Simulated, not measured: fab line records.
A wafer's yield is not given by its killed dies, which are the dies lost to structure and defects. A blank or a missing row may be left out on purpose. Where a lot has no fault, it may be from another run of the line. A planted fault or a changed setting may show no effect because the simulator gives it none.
Split-lot study || flow berkeley-cmos170 || 23 wafers read across 5 lots, on a route 331 steps long

## ON THE SPLIT
At UCB170_V1_CVD_00 (deposits SiO2 from TEOS/O2, target thk 2000 nm, time 250 s), the setting time-s was moved away from the recipe's 250 s on 10 of the 23 wafers read, by -10.4% to +11.2%. The other wafers ran this setting at the recipe's value.

The file shows no step between the split and the reading.

## THE READING
Values of V1_TEOS_THK in nm from UCB170_V1_THK_MEAS_01. A value of 1997 nm with a standard deviation of 29 nm is what fault-free wafers of this fab line usually give.

{"wafer": "L074.1", "tool, chamber at the split": "pecvd-03, 1", "time-s as run, s": 227.3, "against the recipe": "-9.1%", "V1_TEOS_THK, nm": 1785, "against lot-mates on the recipe": -186}
{"wafer": "L074.2", "tool, chamber at the split": "pecvd-03, 0", "time-s as run, s": 250, "against the recipe": "recipe", "V1_TEOS_THK, nm": 1973, "against lot-mates on the recipe": "-"}
{"wafer": "L074.3", "tool, chamber at the split": "pecvd-03, 2", "time-s as run, s": 250, "against the recipe": "recipe", "V1_TEOS_THK, nm": 1970, "against lot-mates on the recipe": "-"}
{"wafer": "L074.4", "tool, chamber at the split": "pecvd-03, 2", "time-s as run, s": 227.3, "against the recipe": "-9.1%", "V1_TEOS_THK, nm": 1844, "against lot-mates on the recipe": -128}
{"wafer": "L074.5", "tool, chamber at the split": "pecvd-03, 0", "time-s as run, s": 227.3, "against the recipe": "-9.1%", "V1_TEOS_THK, nm": 1820, "against lot-mates on the recipe": -152}
{"wafer": "L076.1", "tool, chamber at the split": "pecvd-04, 0", "time-s as run, s": 223.9, "against the recipe": "-10.4%", "V1_TEOS_THK, nm": 1768, "against lot-mates on the recipe": -234}
{"wafer": "L076.2", "tool, chamber at the split": "pecvd-04, 1", "time-s as run, s": 250, "against the recipe": "recipe", "V1_TEOS_THK, nm": 1980, "against lot-mates on the recipe": "-"}
{"wafer": "L076.3", "tool, chamber at the split": "pecvd-04, 2", "time-s as run, s": 223.9, "against the recipe": "-10.4%", "V1_TEOS_THK, nm": 1785, "against lot-mates on the recipe": -217}
{"wafer": "L076.5", "tool, chamber at the split": "pecvd-04, 2", "time-s as run, s": 250, "against the recipe": "recipe", "V1_TEOS_THK, nm": 2019, "against lot-mates on the recipe": "-"}
{"wafer": "L076.6", "tool, chamber at the split": "pecvd-04, 0", "time-s as run, s": 250, "against the recipe": "recipe", "V1_TEOS_THK, nm": 2007, "against lot-mates on the recipe": "-"}
{"wafer": "L079.1", "tool, chamber at the split": "pecvd-02, 2", "time-s as run, s": 250, "against the recipe": "recipe", "V1_TEOS_THK, nm": 1992, "against lot-mates on the recipe": "-"}
{"wafer": "L079.2", "tool, chamber at the split": "pecvd-02, 1", "time-s as run, s": 250, "against the recipe": "recipe", "V1_TEOS_THK, nm": 2005, "against lot-mates on the recipe": "-"}
{"wafer": "L079.3", "tool, chamber at the split": "pecvd-02, 0", "time-s as run, s": 261.3, "against the recipe": "+4.5%", "V1_TEOS_THK, nm": 2059, "against lot-mates on the recipe": "+60"}
{"wafer": "L079.5", "tool, chamber at the split": "pecvd-02, 2", "time-s as run, s": 261.3, "against the recipe": "+4.5%", "V1_TEOS_THK, nm": 2115, "against lot-mates on the recipe": "+116"}
{"wafer": "L079.6", "tool, chamber at the split": "pecvd-02, 0", "time-s as run, s": 261.3, "against the recipe": "+4.5%", "V1_TEOS_THK, nm": 2084, "against lot-mates on the recipe": "+86"}
{"wafer": "L082.2", "tool, chamber at the split": "pecvd-02, 0", "time-s as run, s": 277.9, "against the recipe": "+11.2%", "V1_TEOS_THK, nm": 2207, "against lot-mates on the recipe": "+188"}
{"wafer": "L082.3", "tool, chamber at the split": "pecvd-02, 1", "time-s as run, s": 277.9, "against the recipe": "+11.2%", "V1_TEOS_THK, nm": 2202, "against lot-mates on the recipe": "+183"}
{"wafer": "L082.4", "tool, chamber at the split": "pecvd-02, 0", "time-s as run, s": 250, "against the recipe": "recipe", "V1_TEOS_THK, nm": 2020, "against lot-mates on the recipe": "-"}
{"wafer": "L082.5", "tool, chamber at the split": "pecvd-02, 2", "time-s as run, s": 250, "against the recipe": "recipe", "V1_TEOS_THK, nm": 2042, "against lot-mates on the recipe": "-"}
{"wafer": "L082.6", "tool, chamber at the split": "pecvd-02, 1", "time-s as run, s": 250, "against the recipe": "recipe", "V1_TEOS_THK, nm": 1995, "against lot-mates on the recipe": "-"}
{"wafer": "L083.3", "tool, chamber at the split": "pecvd-02, 2", "time-s as run, s": 250, "against the recipe": "recipe", "V1_TEOS_THK, nm": 1988, "against lot-mates on the recipe": "-"}
{"wafer": "L083.5", "tool, chamber at the split": "pecvd-02, 2", "time-s as run, s": 250, "against the recipe": "recipe", "V1_TEOS_THK, nm": 2019, "against lot-mates on the recipe": "-"}
{"wafer": "L083.6", "tool, chamber at the split": "pecvd-02, 0", "time-s as run, s": 250, "against the recipe": "recipe", "V1_TEOS_THK, nm": 2012, "against lot-mates on the recipe": "-"}

FIT RESULTS
A straight line over all 23 wafers: V1_TEOS_THK changes by +19.8 nm for each +1% of time-s; r = +0.98; the points scatter about the line by 22 nm.
The same after taking each lot's own level away (the mean of its wafers on the recipe; 23 wafers): +18.3 nm for each +1%; r = +0.98; scatter 21 nm.
That fit puts the effect of the largest move of time-s on the reading at 2e+02 nm.
Across the lots, their own levels run from 1971.5 to 2019.0 nm, a range of 1.6 times the standard deviation given above.
So the lot-to-lot level changes the slope little: the two slopes agree.
Check: with one of the wafers moved furthest among these (+11.2%) left out of the fit, the line predicts +206 nm for it against its lot-mates. It came out at +188 nm against them.

## OTHER SPLITS ON THESE WAFERS
Other splits were also applied to these wafers ahead of the reading. Each is held against what the fit with the lots' levels taken away leaves over:
{"other split on the same wafers": "UCB170_NSD_EXPOSE_03 dose-mj", "wafers away from the commonest value": 9, "r with V1_TEOS_THK (lot level and that fit taken away)": -0.16}
{"other split on the same wafers": "UCB170_BACKSIDE_STRIP_03 power-w", "wafers away from the commonest value": 5, "r with V1_TEOS_THK (lot level and that fit taken away)": -0.51}
{"other split on the same wafers": "UCB170_SILICIDE_SPUTTER_01 chamber-pressure-pa", "wafers away from the commonest value": 15, "r with V1_TEOS_THK (lot level and that fit taken away)": "+0.37"}
{"other split on the same wafers": "UCB170_M1_COAT_04 resist-thk-nm", "wafers away from the commonest value": 7, "r with V1_TEOS_THK (lot level and that fit taken away)": "+0.06"}

## THE WHOLE CHAIN: every reading that the file lists as answering this split, in the file's order
{"step": "UCB170_V1_CVD_00", "what it does": "deposits SiO2 from TEOS/O2, target thk 2000 nm, time 250 s", "reading": "SiO2_of_V1_CVD_00.thk-nm (the simulator's own value, which no gauge read)", "change (the file's fit)": "+18.5 nm for each +1% of the setting", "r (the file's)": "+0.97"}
{"step": "UCB170_V1_THK_MEAS_01", "what it does": "", "reading": "V1_TEOS_THK", "change (the file's fit)": "+18.5 for each +1% of the setting", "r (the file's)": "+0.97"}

## FILE'S OWN FIT
V1_TEOS_THK changes by +18.5 nm for each +1% of time-s, r = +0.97.
